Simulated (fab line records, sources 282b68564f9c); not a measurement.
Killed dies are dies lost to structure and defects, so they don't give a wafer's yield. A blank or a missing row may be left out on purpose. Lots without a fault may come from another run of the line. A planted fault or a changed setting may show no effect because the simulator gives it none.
Problem report in the 8D (eight disciplines) form, filled by code | flow rit_cmos | the parts of the form that need people (team, actions taken, sign-off) are left out

1. THE PROBLEM
oes_product_au at RIT_SPACER_ETCHBACK_05 reads a mean of 0.738 a.u. on 1 wafer of 1 lot; wafers without a fault read 0.844 a.u. with a standard deviation of 0.013. That is -8.2 standard deviations from the usual mean.
The step: etches Si3N4 in SF6/CHF3, stops on SiO2, target depth 250 nm, time 240 s.
First seen on wafer L164.2, day 5 19:18, on rie_diel-03. The record holds 33 wafers of 11 lots with a number at this step. Rule for "out", or "out of limits": more than 4 standard deviations from the usual mean. The other wafers with a number count as sound.

2. WHAT IT IS AND WHAT IT IS NOT
question                    | is               | is not
which readings at this step | oes_product_au   | drypump_motor_current_A, throttle_valve_pct
which lots                  | L164             | L151, L152, L153, L154, L155, L156, L157, L158, L159, L172
which wafers of those lots  | L164.2           | L164.3, L164.4
read on which tools         | rie_diel-03      | rie_diel-02, rie_diel-04
when                        | from day 5 19:18 | up to then (29 sound wafers); but 3 sound wafers of L172 came after

3. SUSPECTS, AND WHAT RULES EACH OUT
Counting: a tool at a process step up to the reading stays a suspect if it ran every lot that is out. Sound lots after the first of them don't rule it out here, since some wafers of a struck lot are sound.
- plasma_asher-01 at RIT_NRETRO_STRIP_09 (strips in O2, time 180 s): kept. It ran the lot that is out, L164 (day 5 01:17); its last sound lot up to then is L159 (day 4 00:34).
- plasma_asher-03 at RIT_PRETRO_STRIP_09 (strips in O2, time 180 s): kept. It ran the lot that is out, L164 (day 5 02:50); its last sound lot up to then is L156 (day 3 14:52).
- rie_si-02 at RIT_GATE_ETCH_19 (etches poly-Si in SF6/CHF3/O2, stops on SiO2, time 165 s, target depth 312.5 nm): kept. It ran the lot that is out, L164 (day 5 09:14); its last sound lot up to then is L158 (day 4 04:55).
- rie_diel-03 at RIT_SPACER_ETCHBACK_05 (etches Si3N4 in SF6/CHF3, stops on SiO2, target depth 250 nm, time 240 s): kept. It ran the lot that is out, L164 (day 5 19:18); its last sound lot up to then is L157 (day 4 09:26). Its own readings are out on those wafers: oes_product_au.
- Within rie_si-02 at RIT_GATE_ETCH_19: the wafers that are out ran in chamber 0; their sound lot-mates ran in chambers 1, 2.
- Within rie_diel-03 at RIT_SPACER_ETCHBACK_05: the wafers that are out ran in chamber 3; their sound lot-mates ran in chambers 1, 2.
Left after counting: plasma_asher-01 at RIT_NRETRO_STRIP_09, plasma_asher-03 at RIT_PRETRO_STRIP_09, rie_si-02 at RIT_GATE_ETCH_19, rie_diel-03 at RIT_SPACER_ETCHBACK_05.

4. THE CAUSE (what the simulator had put in)
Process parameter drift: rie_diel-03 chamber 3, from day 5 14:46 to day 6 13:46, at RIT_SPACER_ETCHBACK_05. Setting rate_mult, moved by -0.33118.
Counting left 4 suspects, and this tool is among them.

5. THE CHAIN OF EFFECTS, in route order
Each row: a reading whose mean over the struck wafers that have a number lies more than 3 standard deviations from the usual. Only readings for which the record gives a usual standard deviation are gone through. hours: the time from each lot's start at the first step in this table that gives one to its start at this step, as a median over the lots. sigmas: the change in usual standard deviations.
hours | step                   | reading             | usual      | on struck wafers | change | sigmas
0     | RIT_SPACER_ETCHBACK_05 | oes_product_au      | 0.844 a.u. | 0.738            | -0.106 | -8.2
11    | RIT_M1_PROBE_99        | killed_at_front_end | 6.3        | 263.0            | +256.7 | +95
11    | RIT_M1_PROBE_99        | killed_dies         | 6.4        | 264.0            | +257.6 | +95
11    | RIT_M1_PROBE_99        | killed_on_rim       | 1.7        | 70.0             | +68.3  | +49
The process steps in it:
- RIT_SPACER_ETCHBACK_05: etches Si3N4 in SF6/CHF3, stops on SiO2, target depth 250 nm, time 240 s.
- RIT_M1_PROBE_99

6. WHAT WOULD HAVE CAUGHT IT SOONER
In this record the first reading out of limits was taken at day 5 19:18, 5 hours after the fault began at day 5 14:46.
